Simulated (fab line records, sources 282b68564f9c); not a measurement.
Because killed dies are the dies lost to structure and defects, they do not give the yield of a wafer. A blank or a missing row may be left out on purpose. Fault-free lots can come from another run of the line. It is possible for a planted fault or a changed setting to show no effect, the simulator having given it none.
Code-filled problem report in 8D (eight disciplines) form -- flow rit cmos -- the parts of the form that need people (team, actions taken, sign-off) are left out

1. WHAT IS WRONG
At RIT_REOX_CLEAN_02, run length s averages 450 s over 6 wafers from 2 lots, while fault-free wafers read 627 s, standard deviation 3.2. Measured from the usual mean, that is -55 standard deviations.
The step: cleans in SC2, time 600 s.
Earliest sighting: wafer L934.2 on wet bench-03 at day 5 06:27. The record holds 42 wafers of 14 lots with a number at this step. Rule for "out" (also "out of limits"): further than 4 standard deviations from the usual mean. All remaining wafers that have a number are taken as sound.

2. WHAT THIS IS AND IS NOT
question,is,is not
which readings at this step,run length s,temp c
which lots,"L934, L938","L921, L922, L923, L924, L925, L926, L927, L928, L929, L930, L941, L943"
which wafers of those lots,all that have a number,-
read on which tools,wet bench-03,"wet bench-02, wet bench-04"
when,from day 5 06:27,"up to then (30 sound wafers); but 6 sound wafers of L941, L943 came after"

3. WHAT RULES OUT EACH SUSPECT
Counting: any tool at a process step up to the reading is kept as a suspect provided that every lot that is out went through it and no sound lot did after the first of them.
- wet bench-03 at RIT_REOX_CLEAN_02 (cleans in SC2, time 600 s): kept. All lots that are out passed through it, beginning with L934 at day 5 06:27, and no sound lot followed; its final sound lot before that point was L930 at day 4 11:00. Out on those wafers are its own readings of run length s.
Remaining after the count: wet bench-03 at RIT_REOX_CLEAN_02.

4. THE CAUSE (what the simulator had put in)
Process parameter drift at RIT_REOX_CLEAN_02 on wet bench-03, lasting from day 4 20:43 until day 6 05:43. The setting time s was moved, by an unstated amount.
Only this tool survived the counting.

5. THE EFFECT CHAIN, in route order
Each row: a reading where the mean over the struck wafers with a number is more than 3 standard deviations away from the usual. Readings are gone through only where the record gives a usual standard deviation; hours: the median, over the lots, of the time from a lot's start at the first step in this table giving one to that lot's start at this step; sigmas: the change measured in usual standard deviations.
hours,step,reading,usual,on struck wafers,change,sigmas
0,RIT_REOX_CLEAN_02,run length s,627 s,450,-177,-55
Its process steps:
- RIT_REOX_CLEAN_02: cleans in SC2, time 600 s.

6. WHAT WOULD HAVE CAUGHT IT SOONER
First out-of-limits reading in this record: day 5 06:27, which is 10 hours after fault onset at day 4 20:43.
